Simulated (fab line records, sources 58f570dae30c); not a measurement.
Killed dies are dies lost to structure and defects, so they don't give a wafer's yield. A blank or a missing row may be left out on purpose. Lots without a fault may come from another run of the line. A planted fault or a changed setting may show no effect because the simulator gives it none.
Which tool did it? | flow berkeley_cmos170 | 11 lots, 33 wafers sampled, at 6 steps of a route of 331

WHAT THE GAUGES READ, wafer by wafer
UCB170_NWELL_THK_MEAS_05.
lot  | measured    | on            | NWELL_NITRIDE_THK (nm)
L158 | day 2 09:29 | film_metro-04 | 222.3 222.5 222.8
L159 | day 2 17:51 | film_metro-01 | 226.4 227.1 226.2
L160 | day 2 17:51 | film_metro-02 | 227.2 224.8 225.7
L161 | day 3 03:58 | film_metro-01 | 225.4 225.0 226.7
L163 | day 3 18:44 | film_metro-01 | 229.3 228.5 227.7
L162 | day 3 18:45 | film_metro-02 | 224.7 225.0 224.6
L165 | day 4 07:40 | film_metro-01 | 222.0 222.1 220.4
L164 | day 4 07:41 | film_metro-04 | 224.1 224.2 223.5
L166 | day 4 12:05 | film_metro-01 | 221.8 224.8 225.7
L170 | day 5 01:53 | film_metro-01 | 220.2 221.0 221.7
L173 | day 5 11:09 | film_metro-01 | 221.9 223.5 224.6

UCB170_PWELL_THK_MEAS_03.
lot  | measured    | on            | PWELL_OXIDE_THK (nm)
L158 | day 2 20:16 | film_metro-01 | 26.1 26.3 26.4
L159 | day 3 09:01 | film_metro-01 | 27.6 27.3 27.2
L160 | day 3 09:01 | film_metro-03 | 26.8 26.6 27.3
L161 | day 3 22:39 | film_metro-01 | 26.5 26.5 26.7
L163 | day 4 08:52 | film_metro-04 | 26.3 26.1 26.3
L162 | day 4 08:52 | film_metro-01 | 26.9 26.3 26.9
L165 | day 4 21:55 | film_metro-01 | 26.3 26.4 25.8
L164 | day 4 21:56 | film_metro-04 | 26.5 26.1 26.6
L166 | day 5 07:35 | film_metro-04 | 25.6 26.2 26.1
L170 | day 5 14:43 | film_metro-04 | 26.4 26.3 26.9
L173 | day 6 01:15 | film_metro-04 | 26.1 25.9 26.3

UCB170_GATE_THK_MEAS_05.
lot  | measured    | on            | GATE_POLY_THK (nm)
L158 | day 6 20:46 | film_metro-03 | 217.4 215.3 217.0
L159 | day 7 19:04 | film_metro-03 | 218.9 218.6 217.0
L160 | day 7 19:05 | film_metro-02 | 215.0 214.7 214.2
L161 | day 8 03:59 | film_metro-01 | 215.2 215.8 213.1
L163 | day 8 03:59 | film_metro-03 | 216.7 218.4 217.6
L162 | day 8 04:00 | film_metro-02 | 213.0 215.4 214.0
L165 | day 9 02:23 | film_metro-03 | 185.2 186.8 184.7
L164 | day 9 02:24 | film_metro-02 | 189.1 189.2 188.6
L166 | day 9 20:58 | film_metro-01 | 216.3 213.6 215.8
L170 | day 9 21:08 | film_metro-01 | 218.0 215.9 216.3
L173 | day 9 21:12 | film_metro-01 | 211.1 211.0 211.1

UCB170_PSD_OVL_MEAS_07.
lot  | measured     | on         | PSD_OVL (nm)
L158 | day 7 16:24  | overlay-02 | 3 3 -2
L159 | day 8 07:05  | overlay-01 | 3 -2 -1
L160 | day 8 07:22  | overlay-01 | 11 11 0
L161 | day 8 17:23  | overlay-01 | 2 4 -2
L163 | day 8 17:07  | overlay-01 | 3 6 7
L162 | day 8 17:37  | overlay-01 | -10 0 3
L165 | day 9 16:42  | overlay-01 | 4 11 8
L164 | day 9 16:31  | overlay-01 | 0 0 8
L166 | day 10 12:30 | overlay-01 | -3 -1 -3
L170 | day 10 13:08 | overlay-01 | 1 -9 -15
L173 | day 10 13:10 | overlay-02 | 3 -1 0

WHICH TOOL RAN EACH LOT (tool, then ch and the chambers of the sampled wafers, then the start)
lot  | UCB170_GATE_CVD_04         | UCB170_GATE_ETCH_15
L158 | lpcvd-01 ch 0, day 6 19:18 | rie_si-01 ch 0,3, day 7 00:06
L159 | lpcvd-02 ch 1, day 7 17:35 | rie_si-01 ch 0,1,3, day 7 20:10
L160 | lpcvd-02 ch 1, day 7 17:35 | rie_si-02 ch 0,3, day 7 20:26
L161 | lpcvd-01 ch 0, day 8 02:35 | rie_si-02 ch 0,1, day 8 06:02
L163 | lpcvd-01 ch 0, day 8 02:35 | rie_si-01 ch 0,2, day 8 05:52
L162 | lpcvd-01 ch 1, day 8 02:35 | rie_si-01 ch 1,2,3, day 8 06:12
L165 | lpcvd-01 ch 0, day 9 00:59 | rie_si-01 ch 0,1,3, day 9 03:47
L164 | lpcvd-01 ch 1, day 9 00:59 | rie_si-02 ch 1,2, day 9 03:29
L166 | lpcvd-02 ch 1, day 9 19:23 | rie_si-01 ch 1,2,3, day 9 22:47
L170 | lpcvd-02 ch 1, day 9 19:23 | rie_si-02 ch 0,2,3, day 9 23:12
L173 | lpcvd-02 ch 1, day 9 19:23 | rie_si-01 ch 1,2, day 9 23:19
- UCB170_GATE_CVD_04: deposits poly-Si from SiH4, time 1440 s, target thk 214 nm.
- UCB170_GATE_ETCH_15: etches poly-Si in HBr/Cl2, stops on SiO2, time 56.3 s, target depth 278.2 nm.

WHAT THE TOOLS THEMSELVES READ (means of the sampled wafers that have a number; where no wafer has one, the mark that the record gives instead)
UCB170_GATE_ETCH_15.
lot  | tool      | chamber_pressure_mTorr (mTorr) | drypump_motor_current_A (A) | oes_product_au (a.u.) | throttle_valve_pct (%)
L158 | rie_si-01 | 15.003                         | 5.2                         | 0.830                 | 26.61
L159 | rie_si-01 | 15.011                         | 5.6                         | 0.835                 | 26.43
L160 | rie_si-02 | 14.998                         | 6.3                         | 0.831                 | 26.46
L161 | rie_si-02 | 15.007                         | 6.0                         | 0.836                 | 26.65
L163 | rie_si-01 | 15.001                         | 5.4                         | 0.830                 | 26.77
L162 | rie_si-01 | 15.004                         | 6.2                         | 0.819                 | 26.34
L165 | rie_si-01 | 14.996                         | 5.7                         | 0.749                 | 26.44
L164 | rie_si-02 | 15.012                         | 5.5                         | 0.765                 | 26.63
L166 | rie_si-01 | 15.002                         | 6.1                         | 0.824                 | 26.33
L170 | rie_si-02 | 15.009                         | 5.9                         | 0.830                 | 26.44
L173 | rie_si-01 | 15.001                         | 6.2                         | 0.814                 | 26.50

THE ANSWER, worked out from the rows above alone
Rule: what is usual is taken from the lots themselves. Put in order of their means at a reading, lots are off if they are a third of the lots or fewer, leave a main group of 4 or more, and stand apart from it by a gap of 3 or more times the standard deviation of the main group's means; of several such gaps the widest counts. A main group whose means are all the same, to the digits that the tables above print for the reading, isn't used. A lot without any number at a reading at which 4 lots or more have one is off too. The other lots that the step has rows for count as sound. The gauges are gone through in route order, then the tools' own readings, and for those a lot's mean is taken as printed above. The first step at which some lot is off is used, and at that step the reading that is off furthest; a lot without a number counts as furthest.
Off: L165, L164, at UCB170_GATE_THK_MEAS_05 (GATE_POLY_THK). The main group: mean 215.4 nm, standard deviation 2.
A tool fits if, at a process step before that reading, it ran every lot that is off, and no sound lot after the first of them. The gauges at UCB170_GATE_THK_MEAS_05 aren't tried: what is off there is off at UCB170_GATE_ETCH_15 too, on other tools, and a gauge's error can't cause that. One fits: lpcvd-01 at UCB170_GATE_CVD_04. Its last sound lot is L161 (day 8 02:35), its first lot that is off L164 (day 9 00:59): a fault that began between those two fits.

WHAT THE SIMULATOR HAD PUT IN
Process parameter drift: lpcvd-01, from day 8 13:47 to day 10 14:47, at UCB170_GATE_CVD_04. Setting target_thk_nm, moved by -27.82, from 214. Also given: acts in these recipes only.
Lots struck among those shown: L165, L164. The rule above found the same.
